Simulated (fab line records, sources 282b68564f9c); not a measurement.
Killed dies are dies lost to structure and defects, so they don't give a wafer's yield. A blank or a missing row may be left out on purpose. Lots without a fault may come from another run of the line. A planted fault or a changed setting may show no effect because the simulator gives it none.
A struck lot beside a sound one | flow rit_cmos | 15 steps out of a route of 202
Sound: wafers L309.1, L309.3, L309.6. Struck: wafers L317.2, L317.3, L317.5. The cause comes at the end.
At each step with rows: each side's tool, then ch and its chambers, then its first start. Under that, the readings that differ: sound wafers | struck wafers | difference of the means | sigmas: that difference in standard deviations of wafers without a fault.
alike: readings whose means differ by less than 2 such deviations, and words and numbers that are the same on both sides. not compared: withheld readings, readings that some wafer has no value for, bounds like >300 that may hide the same value, and numbers for which the record gives no deviation and whose values overlap.
The two part at a step that has a row with sigmas, a row that says differs or no value, or rows on one side only. Numbers that don't overlap but have no deviation are shown without sigmas and don't part them. A reading that every wafer of one side lacks parts them only if that side has two wafers or more.

RIT_SPACER_ETCHBACK_05: etches Si3N4 in SF6/CHF3, stops on SiO2, target depth 250 nm, time 240 s.
  sound on rie_diel-03 ch 1,2,3, day 3 03:17; struck on rie_diel-04 ch 0,2, day 4 18:52
  alike: drypump_motor_current_A, oes_product_au, throttle_valve_pct
  not compared: rf_hours_counter_h
then, 6 steps without rows for these wafers: RIT_NSD_HMDS_00 (prime time 60 s); RIT_NSD_COAT_01 (resist thk 1000 nm); RIT_NSD_SOFTBAKE_02 (time 60 s); RIT_NSD_EXPOSE_03 (exposes mask M9, target cd 40700 nm); RIT_NSD_PEB_04; RIT_NSD_DEVELOP_05 (develop time 50 s).
RIT_NSD_OVL_MEAS_06:
  sound on overlay-02, day 3 04:17; struck on overlay-01, day 4 19:52
  alike: NSD_OVL
then, 2 steps without rows for these wafers: RIT_NSD_HARDBAKE_07 (time 60 s); RIT_NSD_IMPLANT_08.
RIT_NSD_STRIP_09: strips in O2, time 180 s.
  sound on plasma_asher-03 ch 0, day 3 04:37; struck on plasma_asher-03 ch 1, day 4 20:11
  alike: drypump_motor_current_A
  not compared: rf_hours_counter_h
RIT_NSD_TW_MEAS_10:
  sound on film_metro-01, day 3 04:47; struck on film_metro-02, day 4 20:23
  alike: NSD_TW
RIT_PSD_HMDS_00: prime time 60 s.
  sound on litho_track-02 ch 0, day 3 04:51; struck on litho_track-02 ch 0, day 4 20:27
  reading          | sound                | struck               | difference | sigmas
  prime_temp_c (C) | 139.76 140.09 139.94 | 150.37 150.01 150.09 | +10.23     | +73
then, 2 steps without rows for these wafers: RIT_PSD_COAT_01 (resist thk 1000 nm); RIT_M1_PROBE_99.

WHERE THEY PART
Only at RIT_PSD_HMDS_00, within this record.

WHY: what the simulator had put in
Process parameter drift: litho_track-02, from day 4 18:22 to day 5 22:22, at RIT_PSD_HMDS_00. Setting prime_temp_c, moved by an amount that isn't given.
